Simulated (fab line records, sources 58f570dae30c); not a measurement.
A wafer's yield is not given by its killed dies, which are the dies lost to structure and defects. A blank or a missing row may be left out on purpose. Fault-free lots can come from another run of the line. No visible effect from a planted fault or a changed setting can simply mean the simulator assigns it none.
One fault seen from 2 desks | flow berkeleyCmos170 | each desk holds nothing but its own numbers, with what lay behind them at the end

METROLOGY DESK
What the gauges read for every lot (on any tool): the sampled wafers with a number, averaged. A lot is out of limits, marked OUT, if its mean lies more than 4 standard deviations from the usual mean; the brackets give that distance. It has 11 readings; the 7 that lie furthest out on some lot are the ones shown.
Columns: A = SILICIDE_TI_THK at UCB170_SILICIDE_THK_MEAS_03, usual 29.9 nm; B = cdNm at UCB170_CONTACT_CD_MEAS_15, usual 699.8 nm; C = CONTACT_OVL at UCB170_CONTACT_OVL_MEAS_16, usual 2 nm; D = M1_AL_RS at UCB170_M1_RS_MEAS_01, usual 0.0486 ohm/sq; E = M1_AL_THK at UCB170_M1_THK_MEAS_02, usual 595 nm; F = cdNm at UCB170_M1_CD_MEAS_09, usual 699.6 nm; G = M1_OVL at UCB170_M1_OVL_MEAS_10, usual 1 nm
lot  | first seen here | A    | B     | C  | D      | E   | F     | G
L349 | day 6 15:06     | 30.0 | 699.4 | 1  | 0.0483 | 601 | 697.6 | 3
L348 | day 6 15:35     | 29.9 | 700.0 | 12 | 0.0483 | 597 | 699.2 | 6
L350 | day 7 05:38     | 29.5 | 700.3 | 3  | 0.0485 | 595 | 700.3 | -8
L356 | day 8 15:05     | 29.8 | 701.2 | -0 | 0.0490 | 588 | 700.3 | 4
L358 | day 8 20:44     | 29.9 | 700.7 | 1  | 0.0480 | 603 | 700.3 | 3
L360 | day 9 00:05     | 29.9 | 698.2 | -1 | 0.0493 | 589 | 702.1 | -8
L367 | day 10 22:52    | 30.0 | 700.7 | 3  | 0.0478 | 610 | 698.7 | -7
Result from this desk: across the 7 lots, nothing is out of limits.

TOOL OWNER'S DESK, rtpAnneal-01
At UCB170_CONTACT_RTA_08 (time 10 s), the tool's own readings, given per lot that ran on this tool as the mean of the sampled wafers with a number. A lot is out of limits, marked OUT, if its mean lies more than 4 standard deviations from the usual mean; the brackets give that distance.
Columns: A = lampPowerPct at UCB170_CONTACT_RTA_08, usual 24 %; B = wafer_temp_C_max at UCB170_CONTACT_RTA_08, usual 904.6
lot  | first seen here | A  | B
L348 | day 6 20:01     | 21 | 904.4
L350 | day 7 08:40     | 21 | 904.8
L356 | day 8 19:28     | 21 | 904.5
L358 | day 9 01:55     | 21 | 905.6
L360 | day 9 03:50     | 21 | 903.7
Result from this desk: across the 5 lots, nothing is out of limits.

ALL TOGETHER
Nothing out of limits was seen by the metrology desk.
Nothing out of limits was seen by the tool owner's desk.

WHAT THE SIMULATOR HAD PUT IN
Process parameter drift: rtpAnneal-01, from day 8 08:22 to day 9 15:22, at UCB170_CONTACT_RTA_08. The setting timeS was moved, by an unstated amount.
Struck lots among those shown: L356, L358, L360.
